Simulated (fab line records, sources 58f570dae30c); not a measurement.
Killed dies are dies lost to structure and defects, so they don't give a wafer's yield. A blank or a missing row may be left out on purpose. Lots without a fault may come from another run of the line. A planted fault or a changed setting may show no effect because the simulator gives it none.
Problem report in the 8D (eight disciplines) form, filled by code | flow berkeley_cmos170 | the parts of the form that need people (team, actions taken, sign-off) are left out

1. THE PROBLEM
rotation_deg at UCB170_PLDD_IMPLANT_08 reads a mean of 90.008 degrees on 6 wafers of 2 lots; wafers without a fault read 0.003 degrees with a standard deviation of 0.018. That is +99 or more standard deviations from the usual mean.
First seen on wafer L705.1, day 10 12:12, on implanter-02. The record holds 42 wafers of 14 lots with a number at this step. Rule for "out", or "out of limits": more than 4 standard deviations from the usual mean. The other wafers with a number count as sound.

2. WHAT IT IS AND WHAT IT IS NOT
question                    | is                     | is not
which readings at this step | rotation_deg           | end_station_pressure_torr
which lots                  | L705, L707             | L690, L691, L692, L693, L694, L695, L697, L698, L699, L700, L706, L712
which wafers of those lots  | all that have a number | -
read on which tools         | implanter-02           | implanter-01, implanter-04
when                        | from day 10 12:12      | up to then (33 sound wafers); but 3 sound wafers of L712 came after

3. SUSPECTS, AND WHAT RULES EACH OUT
Counting: a tool at a process step up to the reading stays a suspect if it ran every lot that is out and no sound lot after the first of them.
- implanter-02 at UCB170_PLDD_IMPLANT_08: kept. It ran every lot that is out, first L705 (day 10 12:12), and no sound lot after that; its last sound lot up to then is L699 (day 9 13:38). Its own readings are out on those wafers: rotation_deg.
Left after counting: implanter-02 at UCB170_PLDD_IMPLANT_08.

4. THE CAUSE (what the simulator had put in)
Process parameter drift: implanter-02, from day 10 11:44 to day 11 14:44, at UCB170_PLDD_IMPLANT_08. Setting rotation_deg, moved by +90, from 0. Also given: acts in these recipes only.
Counting left only this tool.

5. THE CHAIN OF EFFECTS, in route order
Each row: a reading whose mean over the struck wafers that have a number lies more than 3 standard deviations from the usual. Only readings for which the record gives a usual standard deviation are gone through. hours: the time from each lot's start at the first step in this table that gives one to its start at this step, as a median over the lots. sigmas: the change in usual standard deviations.
hours | step                   | reading      | usual         | on struck wafers | change  | sigmas
0     | UCB170_PLDD_IMPLANT_08 | rotation_deg | 0.003 degrees | 90.008           | +90.005 | +99 or more
The process steps in it:
- UCB170_PLDD_IMPLANT_08
Later measuring or inspecting steps at which every struck wafer that the step has a row for has a number for every such reading, and none has moved that far: UCB170_V2_CD_MEAS_12, UCB170_M3_CD_MEAS_15.

6. WHAT WOULD HAVE CAUGHT IT SOONER
In this record the first reading out of limits was taken at day 10 12:12, 0 hours after the fault began at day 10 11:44.
